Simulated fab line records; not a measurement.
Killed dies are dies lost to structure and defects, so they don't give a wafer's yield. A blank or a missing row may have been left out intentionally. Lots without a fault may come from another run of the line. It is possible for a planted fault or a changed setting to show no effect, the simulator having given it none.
fab line records :: flow rit-cmos
[record]
  lots = 14
  wafers = 42
  last-day = 7
route steps=202 shown SDANNEAL@156 PSD@157 PLDD@159
lots with no fault: from the same line, run without faults
start-h: hours from the record's first day to the start of the lot's first wafer shown :: wait-h: hours since the lot's step before :: " the same as in the row above :: L1.1+2: a row that stands for several wafers :: - value missing, or start not given :: * or withheld: withheld :: < > ~ a bound
route shown NAME@n: a module of which the file shows steps, and the number in the route of the first :: usual: the fault-free wafers' mean and standard deviation :: same: alike in all rows :: chamber/n: place in a boat :: sites: the reading at each site :: _std_site: their standard deviation :: _edge_site: mean of outer sites minus mean of inner sites :: radius-mm: for every site, how far away it sits from the centre of the wafer :: mask NAME#n: copy n :: behind: tool/chamber where the wafer was last shaped :: hold: cause of the lot's hold/its duration in hours/its outcome :: device: names the non-switching transistor (n, p or np) :: end of line: the same wafers' tests at the end of the route :: where a step has no rows: the recipe by itself :: killed: count of dies lost to structure and defects at first sort (not the wafer's yield) :: map: the dies of a wafer, with x for killed, . for not killed, _ for no die there
set.NAME: the run value of the setting; set.NAME@STEP: its run value at that earlier step :: model.NAME: the simulator's own value behind a step, which no gauge read
steps of the route over a sample of lots; a table a step, a row a wafer
services: the hour from which a tool's chamber was out of use, counted from the record's first day as start-h (under 0 if before that day), plus the number of hours and why
[[steps]]
[step RIT_SDANNEAL_RTA_03]
[recipe]
  temp-c = 1050
  time-s = 5
  idle-temp-c = 600
  ramp-up-c-per-s = 342
  ramp-down-c-per-s = 171
  cool-to-c = 600
  ambient = N2
[usual]
  wafer_temp_C_max = 1053.4/1.3
lot.wafer: L174.1
tool: rtp-anneal-02
chamber: 0
start-h: 60.38
wait-h: 0.0
wafer_temp_C_max: 1052.4

lot.wafer: L174.4
tool: rtp-anneal-02
chamber: 0
start-h: 60.38
wait-h: 0.0
wafer_temp_C_max: 1054.5

lot.wafer: L174.5
tool: rtp-anneal-02
chamber: 0
start-h: 60.38
wait-h: 0.0
wafer_temp_C_max: 1053.5

lot.wafer: L176.3
tool: rtp-anneal-02
chamber: 0
start-h: 66.59
wait-h: 0.0
wafer_temp_C_max: 1054.3

lot.wafer: L176.4
tool: rtp-anneal-02
chamber: 0
start-h: 66.59
wait-h: 0.0
wafer_temp_C_max: 1056.0

lot.wafer: L176.5
tool: rtp-anneal-02
chamber: 0
start-h: 66.59
wait-h: 0.0
wafer_temp_C_max: 1052.6

lot.wafer: L177.2
tool: rtp-anneal-01
chamber: 0
start-h: 74.37
wait-h: 0.0
wafer_temp_C_max: 1052.7

lot.wafer: L177.5
tool: rtp-anneal-01
chamber: 0
start-h: 74.37
wait-h: 0.0
wafer_temp_C_max: 1053.8

lot.wafer: L177.6
tool: rtp-anneal-01
chamber: 0
start-h: 74.37
wait-h: 0.0
wafer_temp_C_max: 1052.0

lot.wafer: L178.1
tool: rtp-anneal-02
chamber: 0
start-h: 77.95
wait-h: 0.0
wafer_temp_C_max: 1053.2

lot.wafer: L178.2
tool: rtp-anneal-02
chamber: 0
start-h: 77.95
wait-h: 0.0
wafer_temp_C_max: 1053.0

lot.wafer: L178.3
tool: rtp-anneal-02
chamber: 0
start-h: 77.95
wait-h: 0.0
wafer_temp_C_max: 1056.8

lot.wafer: L179.1
tool: rtp-anneal-01
chamber: 0
start-h: 78.37
wait-h: 0.0
wafer_temp_C_max: 1054.2

lot.wafer: L179.3
tool: rtp-anneal-01
chamber: 0
start-h: 78.37
wait-h: 0.0
wafer_temp_C_max: 1054.3

lot.wafer: L179.4
tool: rtp-anneal-01
chamber: 0
start-h: 78.37
wait-h: 0.0
wafer_temp_C_max: 1053.9

lot.wafer: L180.2
tool: rtp-anneal-02
chamber: 0
start-h: 90.75
wait-h: 0.0
wafer_temp_C_max: 1052.1

lot.wafer: L180.3
tool: rtp-anneal-02
chamber: 0
start-h: 90.75
wait-h: 0.0
wafer_temp_C_max: 1052.3

lot.wafer: L180.6
tool: rtp-anneal-02
chamber: 0
start-h: 90.75
wait-h: 0.0
wafer_temp_C_max: 1055.1

lot.wafer: L184.2
tool: rtp-anneal-02
chamber: 0
start-h: 105.92
wait-h: 0.0
wafer_temp_C_max: 1050.3

lot.wafer: L184.3
tool: rtp-anneal-02
chamber: 0
start-h: 105.92
wait-h: 0.0
wafer_temp_C_max: 1052.6

lot.wafer: L184.4
tool: rtp-anneal-02
chamber: 0
start-h: 105.92
wait-h: 0.0
wafer_temp_C_max: 1055.9

lot.wafer: L186.1
tool: rtp-anneal-02
chamber: 0
start-h: 120.46
wait-h: 0.0
wafer_temp_C_max: 1052.7

lot.wafer: L186.2
tool: rtp-anneal-02
chamber: 0
start-h: 120.46
wait-h: 0.0
wafer_temp_C_max: 1053.2

lot.wafer: L186.6
tool: rtp-anneal-02
chamber: 0
start-h: 120.46
wait-h: 0.0
wafer_temp_C_max: 1055.3

lot.wafer: L187.2
tool: rtp-anneal-01
chamber: 0
start-h: 124.56
wait-h: 0.0
wafer_temp_C_max: 1055.2

lot.wafer: L187.5
tool: rtp-anneal-01
chamber: 0
start-h: 124.56
wait-h: 0.0
wafer_temp_C_max: 1053.0

lot.wafer: L187.6
tool: rtp-anneal-01
chamber: 0
start-h: 124.56
wait-h: 0.0
wafer_temp_C_max: 1051.8

lot.wafer: L189.1
tool: rtp-anneal-01
chamber: 0
start-h: 136.27
wait-h: 0.0
wafer_temp_C_max: 1052.1

lot.wafer: L189.4
tool: rtp-anneal-01
chamber: 0
start-h: 136.27
wait-h: 0.0
wafer_temp_C_max: 1053.9

lot.wafer: L189.5
tool: rtp-anneal-01
chamber: 0
start-h: 136.27
wait-h: 0.0
wafer_temp_C_max: 1054.5

lot.wafer: L191.3
tool: rtp-anneal-01
chamber: 0
start-h: 144.81
wait-h: 0.0
wafer_temp_C_max: 1053.5

lot.wafer: L191.4
tool: rtp-anneal-01
chamber: 0
start-h: 144.81
wait-h: 0.0
wafer_temp_C_max: 1052.5

lot.wafer: L191.5
tool: rtp-anneal-01
chamber: 0
start-h: 144.81
wait-h: 0.0
wafer_temp_C_max: 1053.9

lot.wafer: L193.1
tool: rtp-anneal-01
chamber: 0
start-h: 150.69
wait-h: 0.0
wafer_temp_C_max: 1052.4

lot.wafer: L193.3
tool: rtp-anneal-01
chamber: 0
start-h: 150.69
wait-h: 0.0
wafer_temp_C_max: 1054.7

lot.wafer: L193.5
tool: rtp-anneal-01
chamber: 0
start-h: 150.69
wait-h: 0.0
wafer_temp_C_max: 1053.6

lot.wafer: L195.2
tool: rtp-anneal-01
chamber: 0
start-h: 160.12
wait-h: 0.0
wafer_temp_C_max: 1053.9

lot.wafer: L195.5
tool: rtp-anneal-01
chamber: 0
start-h: 160.12
wait-h: 0.0
wafer_temp_C_max: 1052.1

lot.wafer: L195.6
tool: rtp-anneal-01
chamber: 0
start-h: 160.12
wait-h: 0.0
wafer_temp_C_max: 1053.1

lot.wafer: L197.4
tool: rtp-anneal-01
chamber: 0
start-h: 167.94
wait-h: 0.0
wafer_temp_C_max: 1054.4

lot.wafer: L197.5
tool: rtp-anneal-01
chamber: 0
start-h: 167.94
wait-h: 0.0
wafer_temp_C_max: 1054.2

lot.wafer: L197.6
tool: rtp-anneal-01
chamber: 0
start-h: 167.94
wait-h: 0.0
wafer_temp_C_max: 1051.9
[step RIT_SDANNEAL_RS_MEAS_04]
[recipe]
  thk-meas-gauge = four-point-probe
[usual]
  PSD_RS = 115.8/0.34
lot.wafer: L174.1
tool: film-metro-04
chamber: -
start-h: 60.44
wait-h: 0.0
PSD_RS[ohm/sq]: 115.4

lot.wafer: L174.4
tool: film-metro-04
chamber: -
start-h: 60.44
wait-h: 0.0
PSD_RS[ohm/sq]: 115.5

lot.wafer: L174.5
tool: film-metro-04
chamber: -
start-h: 60.44
wait-h: 0.0
PSD_RS[ohm/sq]: 115.5

lot.wafer: L176.3
tool: film-metro-04
chamber: -
start-h: 66.67
wait-h: 0.1
PSD_RS[ohm/sq]: 115.2

lot.wafer: L176.4
tool: film-metro-04
chamber: -
start-h: 66.67
wait-h: 0.1
PSD_RS[ohm/sq]: 115.3

lot.wafer: L176.5
tool: film-metro-04
chamber: -
start-h: 66.67
wait-h: 0.1
PSD_RS[ohm/sq]: 115.2

lot.wafer: L177.2
tool: film-metro-02
chamber: -
start-h: 74.43
wait-h: 0.1
PSD_RS[ohm/sq]: 116.1

lot.wafer: L177.5
tool: film-metro-02
chamber: -
start-h: 74.43
wait-h: 0.1
PSD_RS[ohm/sq]: 115.7

lot.wafer: L177.6
tool: film-metro-02
chamber: -
start-h: 74.43
wait-h: 0.1
PSD_RS[ohm/sq]: 116.1

lot.wafer: L178.1
tool: film-metro-01
chamber: -
start-h: 78.01
wait-h: 0.0
PSD_RS[ohm/sq]: 116.2

lot.wafer: L178.2
tool: film-metro-01
chamber: -
start-h: 78.01
wait-h: 0.0
PSD_RS[ohm/sq]: 115.9

lot.wafer: L178.3
tool: film-metro-01
chamber: -
start-h: 78.01
wait-h: 0.0
PSD_RS[ohm/sq]: 116.0

lot.wafer: L179.1
tool: film-metro-02
chamber: -
start-h: 78.43
wait-h: 0.0
PSD_RS[ohm/sq]: 116.2

lot.wafer: L179.3
tool: film-metro-02
chamber: -
start-h: 78.43
wait-h: 0.0
PSD_RS[ohm/sq]: 116.1

lot.wafer: L179.4
tool: film-metro-02
chamber: -
start-h: 78.43
wait-h: 0.0
PSD_RS[ohm/sq]: 115.9

lot.wafer: L180.2
tool: film-metro-01
chamber: -
start-h: 90.81
wait-h: 0.1
PSD_RS[ohm/sq]: 115.9

lot.wafer: L180.3
tool: film-metro-01
chamber: -
start-h: 90.81
wait-h: 0.1
PSD_RS[ohm/sq]: 115.8

lot.wafer: L180.6
tool: film-metro-01
chamber: -
start-h: 90.81
wait-h: 0.1
PSD_RS[ohm/sq]: 115.8

lot.wafer: L184.2
tool: film-metro-02
chamber: -
start-h: 105.99
wait-h: 0.1
PSD_RS[ohm/sq]: 113.9

lot.wafer: L184.3
tool: film-metro-02
chamber: -
start-h: 105.99
wait-h: 0.1
PSD_RS[ohm/sq]: 113.6

lot.wafer: L184.4
tool: film-metro-02
chamber: -
start-h: 105.99
wait-h: 0.1
PSD_RS[ohm/sq]: 113.5

lot.wafer: L186.1
tool: film-metro-02
chamber: -
start-h: 120.52
wait-h: 0.0
PSD_RS[ohm/sq]: 113.9

lot.wafer: L186.2
tool: film-metro-02
chamber: -
start-h: 120.52
wait-h: 0.0
PSD_RS[ohm/sq]: 114.1

lot.wafer: L186.6
tool: film-metro-02
chamber: -
start-h: 120.52
wait-h: 0.0
PSD_RS[ohm/sq]: 114.1

lot.wafer: L187.2
tool: film-metro-02
chamber: -
start-h: 124.63
wait-h: 0.1
PSD_RS[ohm/sq]: 115.5

lot.wafer: L187.5
tool: film-metro-02
chamber: -
start-h: 124.63
wait-h: 0.1
PSD_RS[ohm/sq]: 115.5

lot.wafer: L187.6
tool: film-metro-02
chamber: -
start-h: 124.63
wait-h: 0.1
PSD_RS[ohm/sq]: 115.8

lot.wafer: L189.1
tool: film-metro-01
chamber: -
start-h: 136.33
wait-h: 0.0
PSD_RS[ohm/sq]: 115.8

lot.wafer: L189.4
tool: film-metro-01
chamber: -
start-h: 136.33
wait-h: 0.0
PSD_RS[ohm/sq]: 116.0

lot.wafer: L189.5
tool: film-metro-01
chamber: -
start-h: 136.33
wait-h: 0.0
PSD_RS[ohm/sq]: 115.6

lot.wafer: L191.3
tool: film-metro-01
chamber: -
start-h: 144.93
wait-h: 0.1
PSD_RS[ohm/sq]: 115.4

lot.wafer: L191.4
tool: film-metro-01
chamber: -
start-h: 144.93
wait-h: 0.1
PSD_RS[ohm/sq]: 115.5

lot.wafer: L191.5
tool: film-metro-01
chamber: -
start-h: 144.93
wait-h: 0.1
PSD_RS[ohm/sq]: 115.5

lot.wafer: L193.1
tool: film-metro-01
chamber: -
start-h: 150.81
wait-h: 0.1
PSD_RS[ohm/sq]: 115.9

lot.wafer: L193.3
tool: film-metro-01
chamber: -
start-h: 150.81
wait-h: 0.1
PSD_RS[ohm/sq]: 116.0

lot.wafer: L193.5
tool: film-metro-01
chamber: -
start-h: 150.81
wait-h: 0.1
PSD_RS[ohm/sq]: 116.1

lot.wafer: L195.2
tool: film-metro-04
chamber: -
start-h: 160.19
wait-h: 0.1
PSD_RS[ohm/sq]: 115.1

lot.wafer: L195.5
tool: film-metro-04
chamber: -
start-h: 160.19
wait-h: 0.1
PSD_RS[ohm/sq]: 115.3

lot.wafer: L195.6
tool: film-metro-04
chamber: -
start-h: 160.19
wait-h: 0.1
PSD_RS[ohm/sq]: 115.3

lot.wafer: L197.4
tool: film-metro-02
chamber: -
start-h: 168.03
wait-h: 0.1
PSD_RS[ohm/sq]: 116.2

lot.wafer: L197.5
tool: film-metro-02
chamber: -
start-h: 168.03
wait-h: 0.1
PSD_RS[ohm/sq]: 116.1

lot.wafer: L197.6
tool: film-metro-02
chamber: -
start-h: 168.03
wait-h: 0.1
PSD_RS[ohm/sq]: 115.8
[step RIT_SDANNEAL_RS_MEAS_06]
[recipe]
  thk-meas-gauge = four-point-probe
[usual]
  PLDD_RS = 178.5/0.53
lot.wafer: L174.1
tool: film-metro-04
chamber: -
start-h: 60.68
wait-h: 0.1
PLDD_RS[ohm/sq]: 177.6

lot.wafer: L174.4
tool: film-metro-04
chamber: -
start-h: 60.68
wait-h: 0.1
PLDD_RS[ohm/sq]: 178.5

lot.wafer: L174.5
tool: film-metro-04
chamber: -
start-h: 60.68
wait-h: 0.1
PLDD_RS[ohm/sq]: 177.6

lot.wafer: L176.3
tool: film-metro-04
chamber: -
start-h: 66.91
wait-h: 0.1
PLDD_RS[ohm/sq]: 178.7

lot.wafer: L176.4
tool: film-metro-04
chamber: -
start-h: 66.91
wait-h: 0.1
PLDD_RS[ohm/sq]: 178.2

lot.wafer: L176.5
tool: film-metro-04
chamber: -
start-h: 66.91
wait-h: 0.1
PLDD_RS[ohm/sq]: 178.2

lot.wafer: L177.2
tool: film-metro-02
chamber: -
start-h: 74.67
wait-h: 0.1
PLDD_RS[ohm/sq]: 178.8

lot.wafer: L177.5
tool: film-metro-02
chamber: -
start-h: 74.67
wait-h: 0.1
PLDD_RS[ohm/sq]: 178.2

lot.wafer: L177.6
tool: film-metro-02
chamber: -
start-h: 74.67
wait-h: 0.1
PLDD_RS[ohm/sq]: 178.9

lot.wafer: L178.1
tool: film-metro-01
chamber: -
start-h: 78.25
wait-h: 0.1
PLDD_RS[ohm/sq]: 179.3

lot.wafer: L178.2
tool: film-metro-01
chamber: -
start-h: 78.25
wait-h: 0.1
PLDD_RS[ohm/sq]: 178.9

lot.wafer: L178.3
tool: film-metro-01
chamber: -
start-h: 78.25
wait-h: 0.1
PLDD_RS[ohm/sq]: 179.6

lot.wafer: L179.1
tool: film-metro-02
chamber: -
start-h: 78.67
wait-h: 0.1
PLDD_RS[ohm/sq]: 178.8

lot.wafer: L179.3
tool: film-metro-02
chamber: -
start-h: 78.67
wait-h: 0.1
PLDD_RS[ohm/sq]: 179.2

lot.wafer: L179.4
tool: film-metro-02
chamber: -
start-h: 78.67
wait-h: 0.1
PLDD_RS[ohm/sq]: 179.4

lot.wafer: L180.2
tool: film-metro-01
chamber: -
start-h: 91.05
wait-h: 0.1
PLDD_RS[ohm/sq]: 178.4

lot.wafer: L180.3
tool: film-metro-01
chamber: -
start-h: 91.05
wait-h: 0.1
PLDD_RS[ohm/sq]: 178.1

lot.wafer: L180.6
tool: film-metro-01
chamber: -
start-h: 91.05
wait-h: 0.1
PLDD_RS[ohm/sq]: 178.3

lot.wafer: L184.2
tool: film-metro-02
chamber: -
start-h: 106.23
wait-h: 0.1
PLDD_RS[ohm/sq]: 176.5

lot.wafer: L184.3
tool: film-metro-02
chamber: -
start-h: 106.23
wait-h: 0.1
PLDD_RS[ohm/sq]: 175.9

lot.wafer: L184.4
tool: film-metro-02
chamber: -
start-h: 106.23
wait-h: 0.1
PLDD_RS[ohm/sq]: 176.0

lot.wafer: L186.1
tool: film-metro-02
chamber: -
start-h: 120.76
wait-h: 0.1
PLDD_RS[ohm/sq]: 176.6

lot.wafer: L186.2
tool: film-metro-02
chamber: -
start-h: 120.76
wait-h: 0.1
PLDD_RS[ohm/sq]: 176.6

lot.wafer: L186.6
tool: film-metro-02
chamber: -
start-h: 120.76
wait-h: 0.1
PLDD_RS[ohm/sq]: 176.0

lot.wafer: L187.2
tool: film-metro-02
chamber: -
start-h: 124.87
wait-h: 0.1
PLDD_RS[ohm/sq]: 178.2

lot.wafer: L187.5
tool: film-metro-02
chamber: -
start-h: 124.87
wait-h: 0.1
PLDD_RS[ohm/sq]: 179.0

lot.wafer: L187.6
tool: film-metro-02
chamber: -
start-h: 124.87
wait-h: 0.1
PLDD_RS[ohm/sq]: 178.0

lot.wafer: L189.1
tool: film-metro-01
chamber: -
start-h: 136.57
wait-h: 0.1
PLDD_RS[ohm/sq]: 179.3

lot.wafer: L189.4
tool: film-metro-01
chamber: -
start-h: 136.57
wait-h: 0.1
PLDD_RS[ohm/sq]: 179.0

lot.wafer: L189.5
tool: film-metro-01
chamber: -
start-h: 136.57
wait-h: 0.1
PLDD_RS[ohm/sq]: 178.6

lot.wafer: L191.3
tool: film-metro-01
chamber: -
start-h: 145.17
wait-h: 0.1
PLDD_RS[ohm/sq]: 178.3

lot.wafer: L191.4
tool: film-metro-01
chamber: -
start-h: 145.17
wait-h: 0.1
PLDD_RS[ohm/sq]: 177.9

lot.wafer: L191.5
tool: film-metro-01
chamber: -
start-h: 145.17
wait-h: 0.1
PLDD_RS[ohm/sq]: 178.1

lot.wafer: L193.1
tool: film-metro-01
chamber: -
start-h: 151.05
wait-h: 0.1
PLDD_RS[ohm/sq]: 178.6

lot.wafer: L193.3
tool: film-metro-01
chamber: -
start-h: 151.05
wait-h: 0.1
PLDD_RS[ohm/sq]: 178.4

lot.wafer: L193.5
tool: film-metro-01
chamber: -
start-h: 151.05
wait-h: 0.1
PLDD_RS[ohm/sq]: 178.6

lot.wafer: L195.2
tool: film-metro-04
chamber: -
start-h: 160.43
wait-h: 0.1
PLDD_RS[ohm/sq]: 177.6

lot.wafer: L195.5
tool: film-metro-04
chamber: -
start-h: 160.43
wait-h: 0.1
PLDD_RS[ohm/sq]: 177.8

lot.wafer: L195.6
tool: film-metro-04
chamber: -
start-h: 160.43
wait-h: 0.1
PLDD_RS[ohm/sq]: 178.2

lot.wafer: L197.4
tool: film-metro-02
chamber: -
start-h: 168.27
wait-h: 0.1
PLDD_RS[ohm/sq]: 178.8

lot.wafer: L197.5
tool: film-metro-02
chamber: -
start-h: 168.27
wait-h: 0.1
PLDD_RS[ohm/sq]: 178.5

lot.wafer: L197.6
tool: film-metro-02
chamber: -
start-h: 168.27
wait-h: 0.1
PLDD_RS[ohm/sq]: 178.6
[[services]]
tool: rtp-anneal-02
chamber: -
start-h: 68.27
hours: 5.3
kind: pm
[[key]]
[first-sign]
  step = RIT_SDANNEAL_RS_MEAS_04
  reading = PSD_RS
  direction = down
  sigmas = 5.6
  usual = 115.8
  struck = 113.9
[effect]
  step = RIT_SDANNEAL_RS_MEAS_06
  reading = PLDD_RS
  direction = down
  sigmas = 4.2
  usual = 178.5
  struck = 176.3
met-at RIT_SDANNEAL_RTA_03
struck-lots L184,L186
tester-left-out L184,L186
onset-between 90.75 105.92
[fault]
  kind = process-parameter-drift
  tool = rtp-anneal-02
  chamber = -
  onset-h = 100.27
  steps = RIT_SDANNEAL_RTA_03
  channel = time-s
  offset = *
  shape = step
  end-h = 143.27
  acts-in = *
  stated = *
// tester-left-out: of these lots the tester's yield and bins aren't shown, on N5 and GAA mostly nor the transistor test; their killed dies are dies lost to structure and defects alone, not to doping, threshold or leakage, so they don't give the yield
